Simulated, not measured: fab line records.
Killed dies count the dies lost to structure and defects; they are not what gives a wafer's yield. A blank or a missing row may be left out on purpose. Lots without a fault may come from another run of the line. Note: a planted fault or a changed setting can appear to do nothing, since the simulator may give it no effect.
fab line records -- flow berkeleyCmos170
record lots=5, wafers=23
route steps=331 shown START@3 NWELL@21 PWELL@36 PFIELD@86 SACOX@98 PVT@122 GATE@136 NLDD@166 PSD@176
startH: hours from the record's opening day to when the first of the lot's shown wafers began -- waitH: hours from the lot's prior step to this one -- " repeats the value in the row above -- L1.1+2: one row covering several wafers at once -- - no value, or no start was given -- * or withheld: withheld -- < > ~ a bound
route shown NAME@n: names a module that has steps shown in the file, with the first one's number in the route -- usual: mean and standard deviation over wafers with no fault -- same: alike in all rows -- chamber/n: place in a boat -- sites: the reading at each site -- _std_site: their standard deviation -- _edge_site: outer sites' mean less inner sites' -- radiusMm: for every site, how far away it sits from the centre of the wafer -- mask NAME#n: copy n -- behind: the last tool/chamber to shape the wafer -- hold: why the lot was held/for how many hours/how that ended -- device: the n, p or np transistor that did not switch -- end of line: at the end of the route, the tests of the same wafers -- for a step that has no rows: nothing shown but its recipe -- killed: dies that structure and defects cost at the first sort, which is not the same as the wafer's yield -- map: the dies of a wafer, with x for killed, . for not killed, _ for no die there
set.NAME: setting as actually run; set.NAME@STEP: the setting as run at that earlier step -- model.NAME: the simulator's own value behind a step, which no gauge read
lots with deliberately changed settings; one table per step, one row per wafer
## steps
# step UCB170_START_OXIDATION_02
# recipe tempC=950, ambient=O2, targetThkA=200, oxTimeS=1800
lot.wafer,tool,chamber,startH,waitH,set.tempC,model.SiO2_of_START_OXIDATION_02.thkNm
L074.1,-,-,-,4.8,973.2,24.9
L074.2,-,-,-,4.8,973.2,25.12
L074.3,-,-,-,4.8,973.2,24.99
L074.4,-,-,-,4.8,973.2,24.96
L074.6,-,-,-,4.8,973.2,25.14
L076.1,-,-,-,5.2,936.5,17.38
L076.2,-,-,-,5.2,936.5,17.42
L076.3,-,-,-,5.2,936.5,17.22
L076.4,-,-,-,5.2,936.5,17.25
L076.6,-,-,-,5.2,936.5,17.45
L079.1+3,-,-,-,4.0,950,19.77
L079.4,-,-,-,4.0,950,19.48
L079.5,-,-,-,4.0,950,19.66
L079.6,-,-,-,4.0,950,19.54
L080.1,-,-,-,4.2,950,19.8
L080.3,-,-,-,4.2,950,19.79
L080.4,-,-,-,4.2,950,19.96
L080.5,-,-,-,4.2,950,19.69
L080.6,-,-,-,4.2,950,19.85
L082.1,furnace-01,0,51.91,1.5,950,19.3
L082.3,furnace-01,0,51.91,1.5,950,19.87
L082.4,furnace-01,0,51.91,1.5,950,19.78
# step UCB170_START_THK_MEAS_03
# recipe reads=SiO2_of_START_OXIDATION_02
# usual START_OXIDE_THK=19.9/0.49
lot.wafer,tool,chamber,startH,waitH,set.tempC@START_OXIDATION_02,START_OXIDE_THK[nm]
L074.1,filmMetro-01,-,-,-,973.2,24.9
L074.2,filmMetro-01,-,-,-,973.2,25.1
L074.3,filmMetro-01,-,-,-,973.2,25.0
L074.4,filmMetro-01,-,-,-,973.2,24.9
L074.6,filmMetro-01,-,-,-,973.2,25.1
L076.1,filmMetro-01,-,-,-,936.5,17.3
L076.2,filmMetro-01,-,-,-,936.5,17.4
L076.3,filmMetro-01,-,-,-,936.5,17.3
L076.4,filmMetro-01,-,-,-,936.5,17.2
L076.6,filmMetro-01,-,-,-,936.5,17.4
L079.1,filmMetro-02,-,-,-,950,19.7
L079.3,filmMetro-02,-,-,-,950,19.8
L079.4,filmMetro-02,-,-,-,950,19.6
L079.5,filmMetro-02,-,-,-,950,19.6
L079.6,filmMetro-02,-,-,-,950,19.6
L080.1,filmMetro-01,-,-,-,950,19.8
L080.3,filmMetro-01,-,-,-,950,19.8
L080.4,filmMetro-01,-,-,-,950,19.9
L080.5,filmMetro-01,-,-,-,950,19.7
L080.6,filmMetro-01,-,-,-,950,19.8
L082.1,filmMetro-01,-,53.41,0.0,950,19.3
L082.3,filmMetro-01,-,53.41,0.0,950,19.9
L082.4,filmMetro-01,-,53.41,0.0,950,19.7
# step UCB170_NWELL_COAT_07
# recipe resist=KrF, spinRpm=1500, resistThkNm=900
lot.wafer,tool,chamber,startH,waitH,set.spinRpm,model.KrF_of_NWELL_COAT_07.thkNm
L074.1,lithoTrack-01,0,36.34,0.1,1500,904.9
L074.2,lithoTrack-01,0,36.34,0.1,1588,881.6
L074.3,lithoTrack-01,0,36.34,0.1,1588,881.8
L074.4,lithoTrack-01,0,36.34,0.1,1500,905.6
L074.6,lithoTrack-01,0,36.34,0.1,1588,881.2
L076.1,lithoTrack-01,0,43.94,0.1,1588,877.1
L076.2,lithoTrack-01,0,43.94,0.1,1500,901.8
L076.3,lithoTrack-01,0,43.94,0.1,1500,901.3
L076.4,lithoTrack-01,0,43.94,0.1,1500,902
L076.6,lithoTrack-01,0,43.94,0.1,1588,874.2
L080.1,lithoTrack-03,0,63.26,0.1,1438,918.5
L080.3,lithoTrack-03,0,63.26,0.1,1500,901
L080.4,lithoTrack-03,0,63.26,0.1,1500,898.2
L080.5,lithoTrack-03,0,63.26,0.1,1438,917.4
L080.6,lithoTrack-03,0,63.26,0.1,1438,920.8
L079.1,lithoTrack-03,0,63.71,0.1,1500,900.4
L079.3+6,lithoTrack-03,0,63.71,0.1,1592,874.4
L079.4,lithoTrack-03,0,63.71,0.1,1592,872.5
L079.5,lithoTrack-03,0,63.71,0.1,1500,900.2
L082.1,lithoTrack-02,0,76.47,0.1,1500,901.4
L082.3,lithoTrack-02,0,76.47,0.1,1500,902.6
L082.4,lithoTrack-02,0,76.47,0.1,1500,901.9
# step UCB170_NWELL_ETCH_13
# recipe chemistry=CH3F/Ar/O2, target=Si3N4, stopOn=SiO2, CH3F_flow_sccm=20, Ar_flow_sccm=50, O2_flow_sccm=7, pressureMtorr=50, rfW=450, targetDepthA=2464, overEtchFrac=0.1, timeS=154
lot.wafer,tool,chamber,startH,waitH,set.timeS,set.spinRpm@NWELL_COAT_07,model.KrF_of_NWELL_COAT_07.thkNm
L074.1,rieDiel-01,1,37.31,0.0,135.8,1500,746.6
L074.2,rieDiel-01,2,37.31,0.0,135.8,1588,724.4
L074.3,rieDiel-01,3,37.31,0.0,135.8,1588,722.7
L074.4,rieDiel-01,0,37.31,0.0,154,1500,727.8
L074.6,rieDiel-01,1,37.31,0.0,154,1588,704.4
L076.1,rieDiel-01,2,44.79,0.0,154,1588,700
L076.2,rieDiel-01,1,44.79,0.0,166,1500,711
L076.3,rieDiel-01,3,44.79,0.0,154,1500,721.9
L076.4,rieDiel-01,3,44.79,0.0,166,1500,711.9
L076.6,rieDiel-01,2,44.79,0.0,166,1588,684.9
L080.1,rieDiel-03,0,64.77,0.0,154,1438,739.3
L080.3,rieDiel-03,3,64.77,0.0,154,1500,722.9
L080.4,rieDiel-03,2,64.77,0.0,160.9,1500,715.6
L080.5,rieDiel-03,2,64.77,0.0,154,1438,743.7
L080.6,rieDiel-03,3,64.77,0.0,160.9,1438,734.4
L079.1,rieDiel-02,3,65.04,0.0,164,1500,709.8
L079.3,rieDiel-02,0,65.04,0.0,154,1592,698.9
L079.4+6,rieDiel-02,"2,3",65.04,0.0,164,1592,685.8
L079.5,rieDiel-02,0,65.04,0.0,154,1500,725
L082.1,rieDiel-02,0,77.32,0.0,154,1500,726.3
L082.3,rieDiel-02,2,77.32,0.0,154,1500,726.4
L082.4,rieDiel-02,1,77.32,0.0,154,1500,721.6
# step UCB170_NWELL_IMPLANT_14
# recipe species=P, doseCm2=1e+13, energyKev=150, tiltDeg=7
# step UCB170_NWELL_STRIP_15
# recipe chemistry=O2, powerW=400, pressureMtorr=3500, platenTempC=withheld, o2FlowSccm=400, overashFraction=0.5
# usual stripTimeToEndpointS=18.07/0.082
lot.wafer,tool,chamber,startH,waitH,set.spinRpm@NWELL_COAT_07,set.timeS@NWELL_ETCH_13,stripTimeToEndpointS
L074.1,plasmaAsher-03,0,37.56,0.1,1500,135.8,18.63
L074.2,plasmaAsher-03,1,37.56,0.1,1588,135.8,18.09
L074.3,plasmaAsher-03,0,37.56,0.1,1588,135.8,18.06
L074.4,plasmaAsher-03,1,37.56,0.1,1500,154,18.16
L074.6,plasmaAsher-03,0,37.56,0.1,1588,154,17.60
L076.1,plasmaAsher-03,0,45.04,0.1,1588,154,17.51
L076.2,plasmaAsher-03,1,45.04,0.1,1500,166,17.75
L076.3,plasmaAsher-03,1,45.04,0.1,1500,154,18.03
L076.4,plasmaAsher-03,0,45.04,0.1,1500,166,17.80
L076.6,plasmaAsher-03,0,45.04,0.1,1588,166,17.15
L080.1,plasmaAsher-01,0,65.02,0.1,1438,154,18.43
L080.3,plasmaAsher-01,1,65.02,0.1,1500,154,18.05
L080.4,plasmaAsher-01,0,65.02,0.1,1500,160.9,17.86
L080.5,plasmaAsher-01,0,65.02,0.1,1438,154,18.56
L080.6,plasmaAsher-01,1,65.02,0.1,1438,160.9,18.33
L079.1,plasmaAsher-04,0,65.30,0.1,1500,164,17.75
L079.3,plasmaAsher-04,1,65.30,0.1,1592,154,17.48
L079.4,plasmaAsher-04,0,65.30,0.1,1592,164,17.17
L079.5,plasmaAsher-04,0,65.30,0.1,1500,154,18.10
L079.6,plasmaAsher-04,1,65.30,0.1,1592,164,17.17
L082.1,plasmaAsher-01,0,77.57,0.1,1500,154,18.12
L082.3,plasmaAsher-01,0,77.57,0.1,1500,154,18.13
L082.4,plasmaAsher-01,1,77.57,0.1,1500,154,18.02
# step UCB170_PWELL_OXIDATION_02
# recipe tempC=1000, ambient=O2, targetThkA=264, oxTimeS=1260
lot.wafer,tool,chamber,startH,waitH,set.oxTimeS,model.SiO2_of_PWELL_OXIDATION_02.thkNm
L074.1,-,-,-,6.9,1325,26.53
L074.2,-,-,-,6.9,1325,26.56
L074.3,-,-,-,6.9,1325,26.96
L074.4,-,-,-,6.9,1325,26.33
L074.6,-,-,-,6.9,1325,26.76
L076.1,-,-,-,0.0,1198,24.87
L076.2,-,-,-,0.0,1198,24.53
L076.3,-,-,-,0.0,1198,24.41
L076.4,-,-,-,0.0,1198,24.61
L076.6,-,-,-,0.0,1198,24.6
L079.1,-,-,-,5.9,1391,28.65
L079.3,-,-,-,5.9,1391,28.73
L079.4,-,-,-,5.9,1391,28.51
L079.5,-,-,-,5.9,1391,28.71
L079.6,-,-,-,5.9,1391,28.79
L080.1+4,-,-,-,6.1,1260,27.05
L080.3,-,-,-,6.1,1260,26.94
L080.5,-,-,-,6.1,1260,27.07
L080.6,-,-,-,6.1,1260,26.85
L082.1,furnace-01,0,85.80,3.1,1260,26.21
L082.3,furnace-01,0,85.80,3.1,1260,25.68
L082.4,furnace-01,0,85.80,3.1,1260,26.01
# step UCB170_PFIELD_IMPLANT_07
# recipe species=B, doseCm2=2e+13, energyKev=80, tiltDeg=7
lot.wafer,tool,chamber,startH,waitH,set.energyKev,model.implant.rpNm,model.implant.drpNm
L074.1+2+6,implanter-03,0,106.32,0.0,80,259.3,74.86
L074.3+4,implanter-03,0,106.32,0.0,82.59,266.3,75.99
L076.1+3+4,implanter-03,0,106.98,0.0,80,261.8,74.86
L076.2+6,implanter-03,0,106.98,0.0,78.05,256.6,73.97
L079.1+3,implanter-03,0,125.48,0.0,84.13,266.6,76.63
L079.4+5+6,implanter-03,0,125.48,0.0,80,255.7,74.86
L080.1+3+6,implanter-01,0,126.69,0.0,76.4,260.2,73.2
L080.4+5,implanter-01,0,126.69,0.0,80,269.8,74.86
L082.1+3+4,implanter-01,0,133.01,0.0,80,260.4,74.86
# step UCB170_SACOX_OXIDATION_01
# recipe tempC=900, ambient=O2, targetThkA=144, oxTimeS=2400
lot.wafer,tool,chamber,startH,waitH,set.oxTimeS,model.SiO2_of_SACOX_OXIDATION_01.thkNm
L074.1,-,-,-,2.9,2521,14.66
L074.2,-,-,-,2.9,2521,14.61
L074.3,-,-,-,2.9,2521,14.62
L074.4,-,-,-,2.9,2521,14.67
L074.6,-,-,-,2.9,2521,14.64
L076.1,-,-,-,2.9,2645,15.56
L076.2,-,-,-,2.9,2645,15.53
L076.3,-,-,-,2.9,2645,15.33
L076.4,-,-,-,2.9,2645,15.38
L076.6,-,-,-,2.9,2645,15.5
L079.1,-,-,-,3.7,2192,13.91
L079.3,-,-,-,3.7,2192,13.76
L079.4,-,-,-,3.7,2192,13.9
L079.5,-,-,-,3.7,2192,13.68
L079.6,-,-,-,3.7,2192,13.78
L080.1,-,-,-,3.7,2726,15.54
L080.3,-,-,-,3.7,2726,15.51
L080.4,-,-,-,3.7,2726,15.3
L080.5,-,-,-,3.7,2726,15.33
L080.6,-,-,-,3.7,2726,15.41
L082.1,furnace-01,0,155.81,6.1,2400,14.34
L082.3,furnace-01,0,155.81,6.1,2400,14.26
L082.4,furnace-01,0,155.81,6.1,2400,14.27
# step UCB170_SACOX_THK_MEAS_02
# recipe reads=SiO2_of_SACOX_OXIDATION_01
# usual SACOX_OXIDE_THK=14.40/0.22
lot.wafer,tool,chamber,startH,waitH,set.oxTimeS@SACOX_OXIDATION_01,SACOX_OXIDE_THK[nm]
L074.1,filmMetro-03,-,-,-,2521,14.67
L074.2,filmMetro-03,-,-,-,2521,14.63
L074.3,filmMetro-03,-,-,-,2521,14.61
L074.4,filmMetro-03,-,-,-,2521,14.68
L074.6,filmMetro-03,-,-,-,2521,14.66
L076.1,filmMetro-02,-,-,-,2645,15.58
L076.2,filmMetro-02,-,-,-,2645,15.54
L076.3,filmMetro-02,-,-,-,2645,15.35
L076.4,filmMetro-02,-,-,-,2645,15.39
L076.6,filmMetro-02,-,-,-,2645,15.52
L079.1,filmMetro-03,-,-,-,2192,13.92
L079.3,filmMetro-03,-,-,-,2192,13.73
L079.4,filmMetro-03,-,-,-,2192,13.89
L079.5,filmMetro-03,-,-,-,2192,13.66
L079.6,filmMetro-03,-,-,-,2192,13.75
L080.1,filmMetro-02,-,-,-,2726,15.54
L080.3,filmMetro-02,-,-,-,2726,15.51
L080.4,filmMetro-02,-,-,-,2726,15.36
L080.5,filmMetro-02,-,-,-,2726,15.33
L080.6,filmMetro-02,-,-,-,2726,15.38
L082.1,filmMetro-03,-,157.48,0.0,2400,14.37
L082.3,filmMetro-03,-,157.48,0.0,2400,14.23
L082.4,filmMetro-03,-,157.48,0.0,2400,14.29
# step UCB170_PVT_IMPLANT_07
# recipe species=P, doseCm2=2e+12, energyKev=30, tiltDeg=7
lot.wafer,tool,chamber,startH,waitH,set.energyKev,model.implant.drpNm
L074.1+4,implanter-04,0,143.82,0.0,30,16.56
L074.2+3+6,implanter-04,0,143.82,0.0,28.64,16.11
L076.1+4,implanter-02,0,144.14,0.0,30,16.56
L076.2+3+6,implanter-02,0,144.14,0.0,28.91,16.2
L079.1+3+6,implanter-02,0,166.54,0.0,28.93,16.2
L079.4+5,implanter-02,0,166.54,0.0,30,16.56
L080.1+3+4+5+6,implanter-03,0,166.61,0.0,30,16.56
L082.1+3+4,implanter-02,0,177.18,0.0,30,16.56
# step UCB170_PVT_STRIP_08
# recipe chemistry=O2, powerW=400, pressureMtorr=3500, platenTempC=withheld, o2FlowSccm=400, overashFraction=0.5
# step UCB170_PVT_TW_MEAS_09
# usual PVT_TW=505.8/2.6
lot.wafer,tool,chamber,startH,waitH,set.energyKev@PVT_IMPLANT_07,PVT_TW
L074.1,filmMetro-03,-,144.07,0.1,30,509.0
L074.2,filmMetro-03,-,144.07,0.1,28.64,497.6
L074.3,filmMetro-03,-,144.07,0.1,28.64,501.5
L074.4,filmMetro-03,-,144.07,0.1,30,506.3
L074.6,filmMetro-03,-,144.07,0.1,28.64,500.4
L076.1,filmMetro-04,-,144.39,0.1,30,510.3
L076.2,filmMetro-04,-,144.39,0.1,28.91,501.1
L076.3,filmMetro-04,-,144.39,0.1,28.91,501.4
L076.4,filmMetro-04,-,144.39,0.1,30,506.5
L076.6,filmMetro-04,-,144.39,0.1,28.91,502.0
L079.1,filmMetro-01,-,166.79,0.1,28.93,498.2
L079.3,filmMetro-01,-,166.79,0.1,28.93,497.9
L079.4,filmMetro-01,-,166.79,0.1,30,502.2
L079.5,filmMetro-01,-,166.79,0.1,30,499.9
L079.6,filmMetro-01,-,166.79,0.1,28.93,495.3
L080.1,filmMetro-04,-,166.86,0.1,30,509.6
L080.3,filmMetro-04,-,166.86,0.1,30,508.7
L080.4,filmMetro-04,-,166.86,0.1,30,507.6
L080.5,filmMetro-04,-,166.86,0.1,30,507.5
L080.6,filmMetro-04,-,166.86,0.1,30,506.0
L082.1,filmMetro-04,-,177.43,0.1,30,508.1
L082.3,filmMetro-04,-,177.43,0.1,30,507.2
L082.4,filmMetro-04,-,177.43,0.1,30,506.8
# step UCB170_GATE_PEB_10
# recipe pebTempC=130, pebTimeS=withheld, resist=KrF
lot.wafer,tool,chamber,startH,waitH,set.pebTempC
L074.1+2+3+4+6,lithoTrack-01,0,162.70,0.8,130
L076.1+6,lithoTrack-01,0,162.97,0.8,130
L076.2+3+4,lithoTrack-01,0,162.97,0.8,128
L080.1+5+6,lithoTrack-03,0,191.62,0.3,133.5
L080.3+4,lithoTrack-03,0,191.62,0.3,130
L079.1+5,lithoTrack-01,0,191.70,0.2,133.2
L079.3+4+6,lithoTrack-01,0,191.70,0.2,130
L082.1+3+4,lithoTrack-04,0,203.85,0.1,130
# step UCB170_GATE_DEVELOP_11
# recipe developer=TMAH, developTimeS=45, resist=KrF, devTempC=21
# step UCB170_GATE_CD_MEAS_12
# recipe targetCdNm=350
# usual cdNm=350.4/1.1
lot.wafer,tool,chamber,startH,waitH,set.pebTempC@GATE_PEB_10,cdNm
L074.1,cdSem-02,-,162.97,-,130,350.5
L074.2,cdSem-02,-,162.97,-,130,351.1
L074.3,cdSem-02,-,162.97,-,130,349.8
L074.4,cdSem-02,-,162.97,-,130,352.0
L074.6,cdSem-02,-,162.97,-,130,352.3
L076.1,cdSem-01,-,163.27,-,130,350.3
L076.2,cdSem-01,-,163.27,-,128,364.8
L076.3,cdSem-01,-,163.27,-,128,363.7
L076.4,cdSem-01,-,163.27,-,128,366.0
L076.6,cdSem-01,-,163.27,-,130,349.8
L080.1,cdSem-02,-,191.89,-,133.5,331.3
L080.3,cdSem-02,-,191.89,-,130,350.3
L080.4,cdSem-02,-,191.89,-,130,351.9
L080.5,cdSem-02,-,191.89,-,133.5,331.9
L080.6,cdSem-02,-,191.89,-,133.5,331.7
L079.1,cdSem-02,-,192.01,-,133.2,332.6
L079.3,cdSem-02,-,192.01,-,130,351.0
L079.4,cdSem-02,-,192.01,-,130,353.0
L079.5,cdSem-02,-,192.01,-,133.2,333.1
L079.6,cdSem-02,-,192.01,-,130,352.3
L082.1,cdSem-02,-,204.12,-,130,350.9
L082.3,cdSem-02,-,204.12,-,130,351.7
L082.4,cdSem-02,-,204.12,-,130,351.5
# step UCB170_GATE_ETCH_14
# recipe chemistry=N2/H2, targetDepthA=withheld, overetchA=withheld, target=BARC, timeS=withheld, sourceW=500, biasW=100, pressureMtorr=30, n2FlowSccm=100, h2FlowSccm=200
# step UCB170_GATE_ETCH_15
# recipe chemistry=HBr/Cl2, target=poly-Si, stopOn=SiO2, overEtchFrac=0.3, icpW=300, biasW=150, timeS=56.3, pressureMtorr=15, HBr_flow_sccm=150, Cl2_flow_sccm=50, targetDepthA=2782
lot.wafer,tool,chamber,startH,waitH,set.pebTempC@GATE_PEB_10,model.GATE.cdNm
L074.1,rieSi-01,3,163.17,-,130,350.7
L074.2,rieSi-01,1,163.17,-,130,351
L074.3,rieSi-01,2,163.17,-,130,349.6
L074.4,rieSi-01,0,163.17,-,130,351.5
L074.6,rieSi-01,0,163.17,-,130,351.6
L076.1,rieSi-02,1,163.47,-,130,349.6
L076.2,rieSi-02,0,163.47,-,128,364.4
L076.3,rieSi-02,3,163.47,-,128,363.4
L076.4,rieSi-02,2,163.47,-,128,365.7
L076.6,rieSi-02,2,163.47,-,130,349.1
L080.1,rieSi-02,2,192.09,-,133.5,331.4
L080.3,rieSi-02,0,192.09,-,130,350.9
L080.4,rieSi-02,1,192.09,-,130,351.9
L080.5+6,rieSi-02,"3,2",192.09,-,133.5,331.9
L079.1,rieSi-01,2,192.21,-,133.2,332.2
L079.3,rieSi-01,1,192.21,-,130,351.1
L079.4,rieSi-01,0,192.21,-,130,353
L079.5,rieSi-01,3,192.21,-,133.2,332.7
L079.6,rieSi-01,2,192.21,-,130,351.9
L082.1,rieSi-02,3,204.32,-,130,350.3
L082.3,rieSi-02,0,204.32,-,130,350.9
L082.4,rieSi-02,2,204.32,-,130,351.1
# step UCB170_GATE_STRIP_16
# recipe chemistry=O2, powerW=400, pressureMtorr=3500, platenTempC=withheld, o2FlowSccm=400, overashFraction=0.5
# step UCB170_GATE_CD_MEAS_90
# recipe targetCdNm=350
# usual cdNm=350.3/1
lot.wafer,tool,chamber,startH,waitH,set.pebTempC@GATE_PEB_10,cdNm
L074.1,cdSem-02,-,163.34,0.1,130,351.0
L074.2,cdSem-02,-,163.34,0.1,130,350.8
L074.3,cdSem-02,-,163.34,0.1,130,349.8
L074.4,cdSem-02,-,163.34,0.1,130,351.6
L074.6,cdSem-02,-,163.34,0.1,130,351.3
L076.1,cdSem-01,-,163.67,0.1,130,349.6
L076.2,cdSem-01,-,163.67,0.1,128,364.4
L076.3,cdSem-01,-,163.67,0.1,128,363.8
L076.4,cdSem-01,-,163.67,0.1,128,365.8
L076.6,cdSem-01,-,163.67,0.1,130,349.1
L080.1,cdSem-02,-,192.24,0.1,133.5,331.3
L080.3,cdSem-02,-,192.24,0.1,130,350.7
L080.4,cdSem-02,-,192.24,0.1,130,351.8
L080.5,cdSem-02,-,192.24,0.1,133.5,331.6
L080.6,cdSem-02,-,192.24,0.1,133.5,332.0
L079.1,cdSem-01,-,192.36,0.1,133.2,332.1
L079.3,cdSem-01,-,192.36,0.1,130,351.2
L079.4,cdSem-01,-,192.36,0.1,130,353.0
L079.5,cdSem-01,-,192.36,0.1,133.2,332.6
L079.6,cdSem-01,-,192.36,0.1,130,351.7
L082.1,cdSem-01,-,204.47,0.1,130,350.3
L082.3,cdSem-01,-,204.47,0.1,130,350.7
L082.4,cdSem-01,-,204.47,0.1,130,351.2
# step UCB170_NLDD_IMPLANT_08
# recipe species=As, doseCm2=5e+13, energyKev=30, tiltDeg=7, rotationDeg=0
lot.wafer,tool,chamber,startH,waitH,set.energyKev,model.implant.rpNm,model.implant.drpNm
L074.1+4+6,implanter-01,0,168.43,0.0,30,21.29,9.611
L074.2+3,implanter-01,0,168.43,0.0,31.36,22.03,9.929
L076.1+2+3,implanter-02,0,168.98,0.0,29.51,20.94,9.496
L076.4+6,implanter-02,0,168.98,0.0,30,21.21,9.611
L080.1+3+4,implanter-02,0,195.83,0.0,29.21,21.59,9.426
L080.5+6,implanter-02,0,195.83,0.0,30,22.04,9.611
L079.1+3,implanter-03,0,195.95,0.0,30.47,21.76,9.72
L079.4+5+6,implanter-03,0,195.95,0.0,30,21.51,9.611
L082.1+3+4,implanter-01,0,207.88,0.0,30,21.87,9.611
# step UCB170_PSD_COAT_01
# recipe resist=KrF, spinRpm=1500, resistThkNm=900
lot.wafer,tool,chamber,startH,waitH,set.resistThkNm,model.KrF_of_PSD_COAT_01.thkNm
L074.1,lithoTrack-01,0,177.02,0.1,941.4,944
L074.2,lithoTrack-01,0,177.02,0.1,900,902.6
L074.3,lithoTrack-01,0,177.02,0.1,900,900
L074.4,lithoTrack-01,0,177.02,0.1,900,901.5
L074.6,lithoTrack-01,0,177.02,0.1,941.4,945.4
L076.1,lithoTrack-04,0,177.18,0.1,934.4,936.2
L076.2,lithoTrack-04,0,177.18,0.1,900,897.7
L076.3,lithoTrack-04,0,177.18,0.1,900,897.4
L076.4,lithoTrack-04,0,177.18,0.1,934.4,935
L076.6,lithoTrack-04,0,177.18,0.1,934.4,933.7
L080.1,lithoTrack-02,0,205.24,0.1,900,903.8
L080.3,lithoTrack-02,0,205.24,0.1,900,901.7
L080.4,lithoTrack-02,0,205.24,0.1,900,901.6
L080.5,lithoTrack-02,0,205.24,0.1,900,905.7
L080.6,lithoTrack-02,0,205.24,0.1,900,898.9
L079.1,lithoTrack-04,0,205.38,0.1,900,906.3
L079.3,lithoTrack-04,0,205.38,0.1,875.5,879.3
L079.4,lithoTrack-04,0,205.38,0.1,875.5,879.2
L079.5,lithoTrack-04,0,205.38,0.1,875.5,880.2
L079.6,lithoTrack-04,0,205.38,0.1,900,905.1
L082.1,lithoTrack-04,0,216.75,0.1,900,900.3
L082.3,lithoTrack-04,0,216.75,0.1,900,902.2
L082.4,lithoTrack-04,0,216.75,0.1,900,903.1
# step UCB170_PSD_SOFTBAKE_02
# recipe resist=KrF, tempC=130, timeS=60
# step UCB170_PSD_EXPOSE_03
# recipe maskId=PSELECT_MOD, na=0.5, sigmaOuter=0.6, sourceShape=conventional, targetCdNm=1200, doseMj=30
# step UCB170_PSD_IMPLANT_08
# recipe species=B, doseCm2=3e+15, energyKev=20, tiltDeg=7
# step UCB170_PSD_STRIP_09
# recipe chemistry=O2, powerW=400, pressureMtorr=3500, platenTempC=withheld, o2FlowSccm=400, overashFraction=0.5
# usual stripTimeToEndpointS=29.39/0.074
lot.wafer,tool,chamber,startH,waitH,set.resistThkNm@PSD_COAT_01,stripTimeToEndpointS
L074.1,plasmaAsher-02,0,178.29,0.1,941.4,30.47
L074.2,plasmaAsher-02,1,178.29,0.1,900,29.50
L074.3,plasmaAsher-02,1,178.29,0.1,900,29.42
L074.4,plasmaAsher-02,0,178.29,0.1,900,29.47
L074.6,plasmaAsher-02,1,178.29,0.1,941.4,30.49
L076.1,plasmaAsher-03,0,178.53,0.1,934.4,30.20
L076.2,plasmaAsher-03,1,178.53,0.1,900,29.29
L076.3,plasmaAsher-03,1,178.53,0.1,900,29.24
L076.4,plasmaAsher-03,0,178.53,0.1,934.4,30.19
L076.6,plasmaAsher-03,0,178.53,0.1,934.4,30.11
L080.1,plasmaAsher-03,0,206.57,0.1,900,29.56
L080.3,plasmaAsher-03,1,206.57,0.1,900,29.46
L080.4,plasmaAsher-03,0,206.57,0.1,900,29.48
L080.5,plasmaAsher-03,1,206.57,0.1,900,29.60
L080.6,plasmaAsher-03,0,206.57,0.1,900,29.44
L079.1,plasmaAsher-02,1,206.81,0.1,900,29.52
L079.3,plasmaAsher-02,0,206.81,0.1,875.5,28.86
L079.4,plasmaAsher-02,1,206.81,0.1,875.5,28.86
L079.5,plasmaAsher-02,1,206.81,0.1,875.5,28.86
L079.6,plasmaAsher-02,0,206.81,0.1,900,29.51
L082.1,plasmaAsher-03,0,218.26,0.1,900,29.39
L082.3,plasmaAsher-03,0,218.26,0.1,900,29.38
L082.4,plasmaAsher-03,1,218.26,0.1,900,29.44
## key
split step=UCB170_START_OXIDATION_02, setting=tempC, stated=950, by=lot
response step=UCB170_START_OXIDATION_02, reading=model.SiO2_of_START_OXIDATION_02.thkNm, change=+2.02, per=1%, r=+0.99
response step=UCB170_START_THK_MEAS_03, reading=START_OXIDE_THK, change=+2.02, per=1%, r=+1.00
split step=UCB170_NWELL_COAT_07, setting=spinRpm, stated=1500, by=wafer
response step=UCB170_NWELL_COAT_07, reading=model.KrF_of_NWELL_COAT_07.thkNm, change=-4.33, per=1%, r=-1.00
response step=UCB170_NWELL_ETCH_13, reading=model.KrF_of_NWELL_COAT_07.thkNm, slope=-4.17, per=1%, togetherWith=timeS@NWELL_ETCH_13, explained=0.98
response step=UCB170_NWELL_STRIP_15, reading=stripTimeToEndpointS, slope=*, per=1%, togetherWith=timeS@NWELL_ETCH_13, explained=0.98
split step=UCB170_NWELL_ETCH_13, setting=timeS, stated=154, by=wafer
response step=UCB170_NWELL_ETCH_13, reading=model.KrF_of_NWELL_COAT_07.thkNm, slope=-1.7, per=1%, togetherWith=spinRpm@NWELL_COAT_07, explained=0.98
response step=UCB170_NWELL_STRIP_15, reading=stripTimeToEndpointS, slope=*, per=1%, togetherWith=spinRpm@NWELL_COAT_07, explained=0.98
split step=UCB170_PWELL_OXIDATION_02, setting=oxTimeS, stated=1260, by=lot
response step=UCB170_PWELL_OXIDATION_02, reading=model.SiO2_of_PWELL_OXIDATION_02.thkNm, change=+0.233, per=1%, r=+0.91
split step=UCB170_PFIELD_IMPLANT_07, setting=energyKev, stated=80, by=wafer
response step=UCB170_PFIELD_IMPLANT_07, reading=model.implant.rpNm, change=+2.13, per=1%, r=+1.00
response step=UCB170_PFIELD_IMPLANT_07, reading=model.implant.drpNm, change=+0.355, per=1%, r=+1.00
split step=UCB170_SACOX_OXIDATION_01, setting=oxTimeS, stated=2400, by=lot
response step=UCB170_SACOX_OXIDATION_01, reading=model.SiO2_of_SACOX_OXIDATION_01.thkNm, change=+0.079, per=1%, r=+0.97
response step=UCB170_SACOX_THK_MEAS_02, reading=SACOX_OXIDE_THK, change=+0.0801, per=1%, r=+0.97
split step=UCB170_PVT_IMPLANT_07, setting=energyKev, stated=30, by=wafer
response step=UCB170_PVT_IMPLANT_07, reading=model.implant.drpNm, change=+0.101, per=1%, r=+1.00
response step=UCB170_PVT_TW_MEAS_09, reading=PVT_TW, change=+1.6, per=1%, r=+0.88
split step=UCB170_GATE_PEB_10, setting=pebTempC, stated=130, by=wafer
response step=UCB170_GATE_CD_MEAS_12, reading=cdNm, change=-7.84, per=1%, r=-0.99
response step=UCB170_GATE_ETCH_15, reading=model.GATE.cdNm, change=-7.92, per=1%, r=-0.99
response step=UCB170_GATE_CD_MEAS_90, reading=cdNm, change=-7.95, per=1%, r=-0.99
split step=UCB170_NLDD_IMPLANT_08, setting=energyKev, stated=30, by=wafer
response step=UCB170_NLDD_IMPLANT_08, reading=model.implant.rpNm, change=+0.163, per=1%, r=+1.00
response step=UCB170_NLDD_IMPLANT_08, reading=model.implant.drpNm, change=+0.0702, per=1%, r=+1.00
split step=UCB170_PSD_COAT_01, setting=resistThkNm, stated=900, by=wafer
response step=UCB170_PSD_COAT_01, reading=model.KrF_of_PSD_COAT_01.thkNm, change=+9.57, per=1%, r=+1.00
response step=UCB170_PSD_STRIP_09, reading=stripTimeToEndpointS, change=*, per=1%, r=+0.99
